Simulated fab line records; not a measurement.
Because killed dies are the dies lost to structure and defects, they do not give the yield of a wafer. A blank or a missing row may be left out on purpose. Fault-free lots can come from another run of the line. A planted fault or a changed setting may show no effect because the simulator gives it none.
A lot that was struck, set against a sound lot | flow rit cmos | 15 steps out of a route of 202
Sound: the wafers L912.1, L912.4, L912.5. Struck: wafers L914.2, L914.3, L914.6. The cause comes at the end.
Each step with rows lists, per side, the tool, then ch with its chambers, then its first start. Under that, the readings that differ: sound wafers | struck wafers | difference of the means | sigmas: that difference in standard deviations of wafers without a fault.
alike: words and numbers the same on both sides, and readings whose means are apart by under 2 such deviations; not compared: readings that were withheld, readings missing a value for some wafer, numbers with overlapping values and no deviation given by the record, and bounds like >300 which may hide the same value.
Wherever a step has rows on one side only, a row that says differs or no value, or a row with sigmas, the two part there. Numbers that don't overlap but have no deviation are shown without sigmas and don't part them. A reading that every wafer of one side lacks parts them only if that side has two wafers or more.

first, 4 steps without rows for these wafers: RIT_CONTACT_SOFTBAKE_04 (time 60 s); RIT_CONTACT_EXPOSE_05 (exposes mask M11, target cd 1000 nm); RIT_CONTACT_PEB_06; RIT_CONTACT_DEVELOP_07 (develop time 120 s).
RIT_CONTACT_CD_MEAS_08 targets a cd of 1000 nm.
  struck on cd sem-01, day 6 21:34; sound on cd sem-02, day 6 12:46
  alike: cd nm
RIT_CONTACT_OVL_MEAS_09:
  struck on overlay-01, day 6 21:40; sound on overlay-01, day 6 12:53
  alike: CONTACT_OVL
then, 1 step without rows for these wafers: RIT_CONTACT_HARDBAKE_10 (time 60 s).
RIT_CONTACT_ETCH_11: etches SiO2 in CHF3/CF4/Ar, stops on TiSi2, target depth 480 nm, time 320 s.
  sound on rie diel-02 ch 1,2, day 6 13:04; struck on rie diel-03 ch 1,3, day 6 21:51
  alike: O2_flow_sccm, drypump motor current A, oes product au, throttle valve pct
  not compared: rf hours counter h
RIT_CONTACT_STRIP_12: strips in O2, time 180 s.
  sound on plasma asher-02 ch 0,1, day 6 13:16; struck on plasma asher-03 ch 0,1, day 6 22:03
  alike: drypump motor current A, o2 flow sccm
  not compared: rf hours counter h
RIT_CONTACT_CD_MEAS_90 targets a cd of 1000 nm.
  struck on cd sem-02, day 6 22:14; sound on cd sem-02, day 6 13:26
  alike: cd nm
then, 2 steps without rows for these wafers: RIT_CONTACT_CLEAN_13 (cleans in SC1, time 600 s); RIT_CONTACT_CLEAN_14 (cleans in SC2, time 600 s).
RIT_M1_SPUTTER_00: material Al, target thk 400 nm, time 500 s.
  struck on pvd sputter-03, day 6 23:22; sound on pvd sputter-03, day 6 13:56
  alike: substrate temp c, throttle valve pct
RIT_M1_RS_MEAS_01: measurement is done with a four-point probe.
  struck on film metro-01, day 6 23:58; sound on film metro-02, day 6 14:14
  reading           | sound                | struck               | difference | sigmas
  M1_AL_RS (ohm/sq) | 0.0729 0.0715 0.0726 | 0.0369 0.0371 0.0369 | -0.0354    | -38
RIT_M1_PROBE_99:
  the record holds rows for the sound wafers here (prober-01, day 6 18:31) but none for the struck ones

WHERE THEY PART
Last at RIT_M1_PROBE_99 as far as this record goes, first at RIT_M1_RS_MEAS_01.

WHY: the cause the simulator had injected
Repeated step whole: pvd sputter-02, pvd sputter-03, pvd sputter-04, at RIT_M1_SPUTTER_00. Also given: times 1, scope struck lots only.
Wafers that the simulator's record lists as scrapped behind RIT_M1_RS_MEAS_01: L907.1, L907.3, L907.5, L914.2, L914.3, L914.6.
